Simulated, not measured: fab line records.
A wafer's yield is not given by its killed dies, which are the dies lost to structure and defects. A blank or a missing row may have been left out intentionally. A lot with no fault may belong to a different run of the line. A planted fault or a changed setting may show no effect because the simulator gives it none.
Split-lot experiment	flow berkeleyCmos170	5 lots, 27 wafers read, on a route of 331 steps

== THE SPLIT ITSELF ==
At UCB170_WELLDRIVE_OXIDATION_01 (target thk 199 nm, ox time 9000 s), the setting oxTimeS was moved away from the recipe's 9000 s on 18 of the 27 wafers read, by -37.5% to +21.4%. All remaining wafers had this setting at the recipe value.

Between the split and the reading, the file records no step.

== THE READING ==
WELLDRIVE_OXIDE_THK, in nm, at UCB170_WELLDRIVE_THK_MEAS_02. Typical for fault-free wafers on this fab line: 199.5 nm, with standard deviation 2.2 nm.

wafer	tool, chamber at the split	oxTimeS as run, s	against the recipe	WELLDRIVE_OXIDE_THK, nm	against lot-mates on the recipe
L077.1	-, -	5629	-37.5%	146.8	no lot-mate on the recipe
L077.2	-, -	5629	-37.5%	151.5	no lot-mate on the recipe
L077.3	-, -	5629	-37.5%	152.0	no lot-mate on the recipe
L077.4	-, -	5629	-37.5%	153.0	no lot-mate on the recipe
L077.5	-, -	5629	-37.5%	153.1	no lot-mate on the recipe
L077.6	-, -	5629	-37.5%	154.4	no lot-mate on the recipe
L079.1	-, -	10930	+21.4%	220.6	no lot-mate on the recipe
L079.2	-, -	10930	+21.4%	224.1	no lot-mate on the recipe
L079.3	-, -	10930	+21.4%	226.2	no lot-mate on the recipe
L079.4	-, -	10930	+21.4%	224.6	no lot-mate on the recipe
L079.5	-, -	10930	+21.4%	222.3	no lot-mate on the recipe
L079.6	-, -	10930	+21.4%	224.1	no lot-mate on the recipe
L081.1	-, -	9000	recipe	200.1	-
L081.2	-, -	9000	recipe	200.2	-
L081.3	-, -	9000	recipe	201.8	-
L081.4	-, -	9000	recipe	205.0	-
L081.5	-, -	9000	recipe	202.0	-
L081.6	-, -	9000	recipe	200.2	-
L082.1	furnace-03, 0	9000	recipe	198.5	-
L082.4	furnace-03, 0	9000	recipe	199.9	-
L082.6	furnace-03, 0	9000	recipe	199.1	-
L084.1	-, -	7379	-18.0%	179.3	no lot-mate on the recipe
L084.2	-, -	7379	-18.0%	180.6	no lot-mate on the recipe
L084.3	-, -	7379	-18.0%	178.2	no lot-mate on the recipe
L084.4	-, -	7379	-18.0%	179.1	no lot-mate on the recipe
L084.5	-, -	7379	-18.0%	179.9	no lot-mate on the recipe
L084.6	-, -	7379	-18.0%	178.2	no lot-mate on the recipe

FIT RESULTS
A straight line over all 27 wafers: WELLDRIVE_OXIDE_THK changes by +1.22 nm for each +1% of oxTimeS; r = +1.00; the points scatter about the line by 2.6 nm.
Too few moved wafers with a lot-mate on the recipe to fit a line net of each lot's own level.

== THE WHOLE CHAIN: every reading that the file lists as answering this split, in the file's order ==
step	what it does	reading	change (the file's fit)	r (the file's)
UCB170_WELLDRIVE_OXIDATION_01	target thk 199 nm, ox time 9000 s	SiO2_of_WELLDRIVE_OXIDATION_01.thkNm (the simulator's own value, which no gauge read)	+1.22 nm for each +1% of the setting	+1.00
UCB170_WELLDRIVE_THK_MEAS_02		WELLDRIVE_OXIDE_THK	+1.22 for each +1% of the setting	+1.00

== THE FILE'S OWN FIT ==
WELLDRIVE_OXIDE_THK changes by +1.22 nm for each +1% of oxTimeS, r = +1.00.
